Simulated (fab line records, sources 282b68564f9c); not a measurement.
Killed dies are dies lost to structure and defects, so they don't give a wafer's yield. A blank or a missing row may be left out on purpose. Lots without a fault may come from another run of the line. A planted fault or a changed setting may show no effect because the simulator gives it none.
Which tool did it? | flow rit_cmos | 8 lots, 24 wafers sampled, at 4 steps of a route of 202

WHAT THE GAUGES READ, wafer by wafer
RIT_ACTIVE_THK_MEAS_02.
lot  | measured    | on            | ACTIVE_OXIDE_THK (nm)
L659 | day 1 12:04 | film_metro-04 | 47.1 45.5 45.7
L660 | day 1 17:05 | film_metro-02 | 48.1 48.3 48.7
L661 | day 1 22:35 | film_metro-04 | 46.9 46.6 47.2
L662 | day 2 03:03 | film_metro-02 | 48.3 47.8 47.6
L670 | day 3 19:05 | film_metro-04 | 49.5 50.5 50.2
L677 | day 5 06:03 | film_metro-02 | 47.7 48.4 48.4
L678 | day 5 11:03 | film_metro-02 | 47.6 47.1 46.9
L682 | day 6 07:04 | film_metro-02 | 48.3 48.2 47.4

RIT_FOX2_THK_MEAS_90.
lot  | measured    | on            | FIELD_OXIDE_LEFT_1_THK (nm)
L659 | day 1 19:20 | film_metro-04 | 318 321 325
L660 | day 2 01:26 | film_metro-02 | 322 323 320
L661 | day 2 06:34 | film_metro-02 | 324 330 336
L662 | day 2 10:30 | film_metro-02 | 325 324 329
L670 | day 4 02:21 | film_metro-04 | 343 335 334
L677 | day 5 14:14 | film_metro-01 | 334 339 338
L678 | day 5 19:19 | film_metro-02 | 329 329 329
L682 | day 6 14:16 | film_metro-02 | 314 318 319

RIT_M1_OVL_MEAS_10.
lot  | measured    | on         | M1_OVL (nm)
L659 | day 3 05:54 | overlay-01 | -1.1 -0.7 0.5
L660 | day 3 13:26 | overlay-01 | -1.4 -0.3 -0.3
L661 | day 3 17:45 | overlay-02 | 0.2 -0.1 1.0
L662 | day 3 22:38 | overlay-02 | 3.6 3.0 3.1
L670 | day 5 13:22 | overlay-02 | -0.5 0.2 -0.2
L677 | day 7 00:39 | overlay-02 | -1.5 0.6 -1.1
L678 | day 7 05:55 | overlay-01 | -3.3 -3.6 -5.0
L682 | day 8 04:02 | overlay-01 | 1.0 -0.4 0.7

WHICH TOOL RAN EACH LOT (tool, then ch and the chambers of the sampled wafers, then the start)
lot  | RIT_NWELL_STRIP_09
L659 | plasma_asher-01 ch 0, day 1 20:43
L660 | plasma_asher-04 ch 0,1, day 2 02:49
L661 | plasma_asher-02 ch 0,1, day 2 08:01
L662 | plasma_asher-02 ch 0,1, day 2 11:52
L670 | plasma_asher-02 ch 0,1, day 4 03:45
L677 | plasma_asher-01 ch 0,1, day 5 15:36
L678 | plasma_asher-01 ch 0,1, day 5 20:42
L682 | plasma_asher-02 ch 0,1, day 6 15:38
- RIT_NWELL_STRIP_09: strips in O2, time 180 s.

WHAT THE TOOLS THEMSELVES READ (means of the sampled wafers that have a number; where no wafer has one, the mark that the record gives instead)
RIT_NWELL_STRIP_09.
lot  | tool            | drypump_motor_current_A (A)
L659 | plasma_asher-01 | 5.6
L660 | plasma_asher-04 | 5.5
L661 | plasma_asher-02 | 5.8
L662 | plasma_asher-02 | 5.4
L670 | plasma_asher-02 | 5.8
L677 | plasma_asher-01 | 5.6
L678 | plasma_asher-01 | 5.6
L682 | plasma_asher-02 | 5.4

THE ANSWER, worked out from the rows above alone
Rule: what is usual is taken from the lots themselves. Put in order of their means at a reading, lots are off if they are a third of the lots or fewer, leave a main group of 4 or more, and stand apart from it by a gap of 3 or more times the standard deviation of the main group's means; of several such gaps the widest counts. A main group whose means are all the same, to the digits that the tables above print for the reading, isn't used. A lot without any number at a reading at which 4 lots or more have one is off too. The other lots that the step has rows for count as sound. The gauges are gone through in route order, then the tools' own readings, and for those a lot's mean is taken as printed above. The first step at which some lot is off is used, and at that step the reading that is off furthest; a lot without a number counts as furthest.
No lot is off at any reading shown: from this, nothing can be told.

WHAT THE SIMULATOR HAD PUT IN
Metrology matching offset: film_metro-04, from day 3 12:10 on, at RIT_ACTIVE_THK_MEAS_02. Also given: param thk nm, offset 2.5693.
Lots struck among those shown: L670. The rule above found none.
